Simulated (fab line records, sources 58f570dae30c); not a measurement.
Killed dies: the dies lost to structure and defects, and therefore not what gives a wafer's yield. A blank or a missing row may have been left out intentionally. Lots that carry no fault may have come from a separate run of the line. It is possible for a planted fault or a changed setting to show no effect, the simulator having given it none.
Split-lot trial -- flow berkeley cmos170 -- 23 wafers read across 5 lots, on a route 331 steps long

== ABOUT THE SPLIT ==
At UCB170_M1_COAT_04 (resist thk 900 nm), the setting resist thk nm was moved away from the recipe's 900 nm on 12 of the 23 wafers read, by -5.6% to +5.8%. All remaining wafers had this setting at the recipe value.

== THE PATH FROM SPLIT TO READING: the file shows 1 step between them ==
- UCB170_M1_ETCH_11: etches BARC in N2/H2 (also split here: bias w)

== THE READING ==
KrF_of_M1_COAT_04.thk nm (the simulator's own value, which no gauge read), in nm, at UCB170_M1_METAL_ETCH_12 (etches Al in Cl2/BCl3, stops on PSG, target depth 780 nm, time 130 s). No usual value for it is given in the file. Average 439.6 nm, standard deviation 4.1 nm, over the 11 wafers here run with the recipe.

wafer,"tool, chamber at the split","resist thk nm as run, nm",against the recipe,"KrF_of_M1_COAT_04.thk nm, nm",against lot-mates on the recipe
L074.1,"litho track-03, 0",853,-5.2%,388.5,-56.1
L074.2,"litho track-03, 0",900,recipe,445.2,-
L074.3,"litho track-03, 0",853,-5.2%,399.6,-45.0
L074.5,"litho track-03, 0",900,recipe,444,-
L074.6,"litho track-03, 0",853,-5.2%,383.6,-61.0
L077.2,"litho track-03, 0",952,+5.8%,482.2,+38.9
L077.3,"litho track-03, 0",900,recipe,440.7,-
L077.4,"litho track-03, 0",952,+5.8%,479.2,+35.9
L077.5,"litho track-03, 0",900,recipe,445.9,-
L077.6,"litho track-03, 0",952,+5.8%,486.7,+43.4
L075.2,"litho track-03, 0",900,recipe,438.4,-
L075.3,"litho track-03, 0",900,recipe,437.7,-
L075.5,"litho track-03, 0",900,recipe,434.5,-
L085.1,"litho track-04, 0",900,recipe,432.9,-
L085.2,"litho track-04, 0",900,recipe,440.5,-
L085.3,"litho track-04, 0",849.6,-5.6%,388.2,-48.5
L085.6,"litho track-04, 0",849.6,-5.6%,388.2,-48.5
L085.5,"litho track-04, 0",849.6,-5.6%,382.7,-54.0
L084.1,"litho track-03, 0",900,recipe,435.6,-
L084.2,"litho track-03, 0",876.6,-2.6%,414.7,-23.3
L084.3,"litho track-03, 0",876.6,-2.6%,415.7,-22.3
L084.4,"litho track-03, 0",900,recipe,440.3,-
L084.6,"litho track-03, 0",876.6,-2.6%,419.2,-18.8

THE FIT
A straight line over all 23 wafers: KrF_of_M1_COAT_04.thk nm changes by +8.57 nm for each +1% of resist thk nm; r = +0.99; the points scatter about the line by 5 nm.
The same after taking each lot's own level away (the mean of its wafers on the recipe; 23 wafers): +8.35 nm for each +1%; r = +0.98; scatter 5.6 nm.
On that fit, the largest move of resist thk nm shifts the reading by 48 nm.
Measured against the standard deviation above, the lots' own levels, which go from 436.70 to 444.60 nm, span 1.9 times it.
The two slopes are in agreement: the lot-to-lot level therefore moves the slope only a little.
Check: with one of the wafers moved furthest among these (+5.8%) left out of the fit, the line predicts +47 nm for it against its lot-mates. It came out at +38.9 nm against them.

== FURTHER SPLITS ON THESE WAFERS ==
Before the reading, these wafers also passed through other splits. Each is held against what the fit with the lots' levels taken away leaves over:
other split on the same wafers,wafers away from the commonest value,r with KrF_of_M1_COAT_04.thk nm (lot level and that fit taken away)
UCB170_NLDD_PEB_04 peb temp c,8,-0.42
UCB170_NLDD_IMPLANT_09 energy kev,11,+0.05
UCB170_PSD_IMPLANT_08 dose cm2,4,+0.13
UCB170_NSD_IMPLANT_08 dose cm2,8,-0.10
UCB170_BACKSIDE_STRIP_03 power w,9,+0.08
UCB170_SILICIDE_SPUTTER_01 power w,6,-0.56
UCB170_M1_ETCH_11 bias w,10,+0.06

== THE WHOLE CHAIN: every reading that the file lists as answering this split, in the file's order ==
step,what it does,reading,change (the file's fit),r (the file's)
UCB170_M1_COAT_04,resist thk 900 nm,"KrF_of_M1_COAT_04.thk nm (the simulator's own value, which no gauge read)",+8.89 nm for each +1% of the setting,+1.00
UCB170_M1_METAL_ETCH_12,"etches Al in Cl2/BCl3, stops on PSG, target depth 780 nm, time 130 s","KrF_of_M1_COAT_04.thk nm (the simulator's own value, which no gauge read)",+8.58 nm for each +1% of the setting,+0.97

== FILE'S OWN FIT ==
KrF_of_M1_COAT_04.thk nm changes by +8.58 nm for each +1% of resist thk nm, r = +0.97.
